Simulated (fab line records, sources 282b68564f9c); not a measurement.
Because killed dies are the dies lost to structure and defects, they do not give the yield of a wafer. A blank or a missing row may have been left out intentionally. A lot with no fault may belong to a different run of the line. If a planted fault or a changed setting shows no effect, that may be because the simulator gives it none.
Split-lot study :: flow rit cmos :: 23 wafers read from 5 lots, route of 202 steps

== ABOUT THE SPLIT ==
At RIT_ACTIVE_CVD_03 (deposits Si3N4 from SiH2Cl2/NH3, target thk 150 nm, time 1500 s), the setting pressure mtorr was moved away from the recipe's 300 mTorr on 20 of the 23 wafers read, by -9.0% to +12.7%. This setting was run at the recipe's value on the other wafers.

Between the split and the reading, the file records no step.

== THE READING ==
ACTIVE_NITRIDE_THK at RIT_ACTIVE_THK_MEAS_04, in nm. A value of 149.6 nm with a standard deviation of 1.3 nm is what fault-free wafers of this fab line usually give.

wafer: L074.1
tool, chamber at the split: -, -
pressure mtorr as run, mTorr: 273
against the recipe: -9.0%
ACTIVE_NITRIDE_THK, nm: 145.4
against lot-mates on the recipe: no lot-mate on the recipe

wafer: L074.2
tool, chamber at the split: -, -
pressure mtorr as run, mTorr: 273
against the recipe: -9.0%
ACTIVE_NITRIDE_THK, nm: 144.2
against lot-mates on the recipe: no lot-mate on the recipe

wafer: L074.3
tool, chamber at the split: -, -
pressure mtorr as run, mTorr: 273
against the recipe: -9.0%
ACTIVE_NITRIDE_THK, nm: 145.2
against lot-mates on the recipe: no lot-mate on the recipe

wafer: L074.4
tool, chamber at the split: -, -
pressure mtorr as run, mTorr: 273
against the recipe: -9.0%
ACTIVE_NITRIDE_THK, nm: 144.6
against lot-mates on the recipe: no lot-mate on the recipe

wafer: L074.5
tool, chamber at the split: -, -
pressure mtorr as run, mTorr: 273
against the recipe: -9.0%
ACTIVE_NITRIDE_THK, nm: 146.1
against lot-mates on the recipe: no lot-mate on the recipe

wafer: L075.1
tool, chamber at the split: -, -
pressure mtorr as run, mTorr: 336
against the recipe: +12.0%
ACTIVE_NITRIDE_THK, nm: 154.6
against lot-mates on the recipe: no lot-mate on the recipe

wafer: L075.3
tool, chamber at the split: -, -
pressure mtorr as run, mTorr: 336
against the recipe: +12.0%
ACTIVE_NITRIDE_THK, nm: 155.4
against lot-mates on the recipe: no lot-mate on the recipe

wafer: L075.4
tool, chamber at the split: -, -
pressure mtorr as run, mTorr: 336
against the recipe: +12.0%
ACTIVE_NITRIDE_THK, nm: 155.0
against lot-mates on the recipe: no lot-mate on the recipe

wafer: L075.5
tool, chamber at the split: -, -
pressure mtorr as run, mTorr: 336
against the recipe: +12.0%
ACTIVE_NITRIDE_THK, nm: 155.0
against lot-mates on the recipe: no lot-mate on the recipe

wafer: L075.6
tool, chamber at the split: -, -
pressure mtorr as run, mTorr: 336
against the recipe: +12.0%
ACTIVE_NITRIDE_THK, nm: 154.5
against lot-mates on the recipe: no lot-mate on the recipe

wafer: L076.1
tool, chamber at the split: lpcvd-01, 1
pressure mtorr as run, mTorr: 300
against the recipe: recipe
ACTIVE_NITRIDE_THK, nm: 149.3
against lot-mates on the recipe: -

wafer: L076.3
tool, chamber at the split: lpcvd-01, 1
pressure mtorr as run, mTorr: 300
against the recipe: recipe
ACTIVE_NITRIDE_THK, nm: 149.5
against lot-mates on the recipe: -

wafer: L076.5
tool, chamber at the split: lpcvd-01, 1
pressure mtorr as run, mTorr: 300
against the recipe: recipe
ACTIVE_NITRIDE_THK, nm: 148.4
against lot-mates on the recipe: -

wafer: L082.1
tool, chamber at the split: -, -
pressure mtorr as run, mTorr: 314.6
against the recipe: +4.9%
ACTIVE_NITRIDE_THK, nm: 151.7
against lot-mates on the recipe: no lot-mate on the recipe

wafer: L082.3
tool, chamber at the split: -, -
pressure mtorr as run, mTorr: 314.6
against the recipe: +4.9%
ACTIVE_NITRIDE_THK, nm: 151.8
against lot-mates on the recipe: no lot-mate on the recipe

wafer: L082.4
tool, chamber at the split: -, -
pressure mtorr as run, mTorr: 314.6
against the recipe: +4.9%
ACTIVE_NITRIDE_THK, nm: 150.7
against lot-mates on the recipe: no lot-mate on the recipe

wafer: L082.5
tool, chamber at the split: -, -
pressure mtorr as run, mTorr: 314.6
against the recipe: +4.9%
ACTIVE_NITRIDE_THK, nm: 152.1
against lot-mates on the recipe: no lot-mate on the recipe

wafer: L082.6
tool, chamber at the split: -, -
pressure mtorr as run, mTorr: 314.6
against the recipe: +4.9%
ACTIVE_NITRIDE_THK, nm: 150.8
against lot-mates on the recipe: no lot-mate on the recipe

wafer: L084.2
tool, chamber at the split: -, -
pressure mtorr as run, mTorr: 338.2
against the recipe: +12.7%
ACTIVE_NITRIDE_THK, nm: 154.8
against lot-mates on the recipe: no lot-mate on the recipe

wafer: L084.3
tool, chamber at the split: -, -
pressure mtorr as run, mTorr: 338.2
against the recipe: +12.7%
ACTIVE_NITRIDE_THK, nm: 153.6
against lot-mates on the recipe: no lot-mate on the recipe

wafer: L084.4
tool, chamber at the split: -, -
pressure mtorr as run, mTorr: 338.2
against the recipe: +12.7%
ACTIVE_NITRIDE_THK, nm: 154.4
against lot-mates on the recipe: no lot-mate on the recipe

wafer: L084.5
tool, chamber at the split: -, -
pressure mtorr as run, mTorr: 338.2
against the recipe: +12.7%
ACTIVE_NITRIDE_THK, nm: 154.1
against lot-mates on the recipe: no lot-mate on the recipe

wafer: L084.6
tool, chamber at the split: -, -
pressure mtorr as run, mTorr: 338.2
against the recipe: +12.7%
ACTIVE_NITRIDE_THK, nm: 154.7
against lot-mates on the recipe: no lot-mate on the recipe

THE FIT
A straight line over all 23 wafers: ACTIVE_NITRIDE_THK changes by +0.445 nm for each +1% of pressure mtorr; r = +0.99; the points scatter about the line by 0.62 nm.
Too few moved wafers have a lot-mate on the recipe to fit a line with each lot's own level taken away.

== THE WHOLE CHAIN: every reading that the file lists as answering this split, in the file's order ==
step: RIT_ACTIVE_CVD_03
what it does: deposits Si3N4 from SiH2Cl2/NH3, target thk 150 nm, time 1500 s
reading: Si3N4_of_ACTIVE_CVD_03.thk nm (the simulator's own value, which no gauge read)
change (the file's fit): +0.445 nm for each +1% of the setting
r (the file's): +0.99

step: RIT_ACTIVE_THK_MEAS_04
what it does: 
reading: ACTIVE_NITRIDE_THK
change (the file's fit): +0.445 for each +1% of the setting
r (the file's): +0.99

step: RIT_ACTIVE_ETCH_13
what it does: etches Si3N4 in SF6, stops on SiO2, time 210 s, target depth 210 nm
reading: etch.depth nm (the simulator's own value, which no gauge read)
change (the file's fit): +0.466 nm for each +1% of the setting
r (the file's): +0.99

== THE FILE'S OWN FIT ==
ACTIVE_NITRIDE_THK changes by +0.445 nm for each +1% of pressure mtorr, r = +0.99.
